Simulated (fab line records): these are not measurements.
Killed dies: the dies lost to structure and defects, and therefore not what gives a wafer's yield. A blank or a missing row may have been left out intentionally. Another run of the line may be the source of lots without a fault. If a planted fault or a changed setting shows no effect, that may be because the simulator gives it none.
The tool behind it: which one? | flow berkeley cmos170 | 14 lots with 42 wafers sampled at 2 steps, on a route of 331 steps

WHAT EACH GAUGE READ, for each wafer
UCB170_START_BOW_MEAS_00. Usual: INCOMING_BOW gives 1 um (standard deviation 6.7).
lot  | measured    | on            | INCOMING_BOW (um) | flag
L112 | day 1 10:02 | film metro-01 | -1 -8 6           |
L113 | day 1 15:00 | film metro-02 | 9 5 10            |
L115 | day 2 01:04 | film metro-01 | 1 -7 7            |
L116 | day 2 06:00 | film metro-03 | 6 3 -9            |
L117 | day 2 11:00 | film metro-01 | -8 13 -3          |
L118 | day 2 16:00 | film metro-02 | 6 4 0             |
L121 | day 3 07:00 | film metro-03 | -10 2 3           |
L122 | day 3 12:04 | film metro-03 | -4 -6 0           |
L126 | day 4 08:00 | film metro-01 | 5 -14 7           |
L129 | day 4 23:02 | film metro-02 | -3 6 17           |
L131 | day 5 09:00 | film metro-01 | 2 0 -10           |
L132 | day 5 14:01 | film metro-01 | 10 2 11           |
L133 | day 5 19:02 | film metro-02 | -4 2 12           |
L135 | day 6 05:04 | film metro-01 | -2 -6 5           |

UCB170_NWELL_THK_MEAS_05. Usual: NWELL_NITRIDE_THK gives 223.3 nm (standard deviation 2.6).
lot  | measured    | on            | NWELL_NITRIDE_THK (nm) | flag
L112 | day 2 05:49 | film metro-01 | 221.1 220.2 220.7      |
L113 | day 2 12:04 | film metro-04 | 221.2 222.3 222.8      |
L115 | day 2 21:50 | film metro-03 | 223.7 220.8 221.5      |
L116 | day 3 06:49 | film metro-04 | 223.3 223.5 222.4      |
L117 | day 3 16:44 | film metro-01 | 226.3 225.9 223.8      |
L118 | day 3 16:44 | film metro-04 | 225.3 223.3 225.9      |
L121 | day 4 03:04 | film metro-04 | 227.6 226.1 226.8      |
L122 | day 4 15:31 | film metro-03 | 223.9 221.7 224.9      |
L126 | day 5 06:34 | film metro-01 | 226.9 224.9 225.7      |
L129 | day 5 21:44 | film metro-03 | 222.7 221.7 222.0      |
L131 | day 6 15:36 | film metro-03 | 222.3 218.2 219.9      |
L132 | day 6 15:37 | film metro-04 | 220.3 221.7 222.3      |
L133 | day 6 22:50 | film metro-04 | 231.3 229.4 230.4      |
L135 | day 7 12:14 | film metro-03 | 225.9 224.1 224.3      |

WHAT TOOL EACH LOT RAN ON (gives the tool, then ch and the chambers of the sampled wafers, and finally the start)
Record: no process step prior to these readings.

AS READ BY THE TOOLS THEMSELVES (means over the sampled wafers that have a number; for cases with no such wafer, the mark the record gives instead)
The record holds no such reading with a usual standard deviation.

THE ANSWER, worked out from the rows above alone
Rule: lot off if the mean of its wafers having a number is beyond 3 standard deviations from the usual mean. A lot without any number at a reading at which 4 lots or more have one is off too. Where the step has rows for the other lots, those lots are counted as sound. The gauges are gone through in route order, then the tools' own readings, and for those a lot's mean is taken as printed above. At the first step where some lot is off, the reading lying furthest off is the one used; lots without a number count as furthest.
No lot is off on any of the readings shown, so nothing can be concluded from this.

WHAT WAS PUT IN BY THE SIMULATOR
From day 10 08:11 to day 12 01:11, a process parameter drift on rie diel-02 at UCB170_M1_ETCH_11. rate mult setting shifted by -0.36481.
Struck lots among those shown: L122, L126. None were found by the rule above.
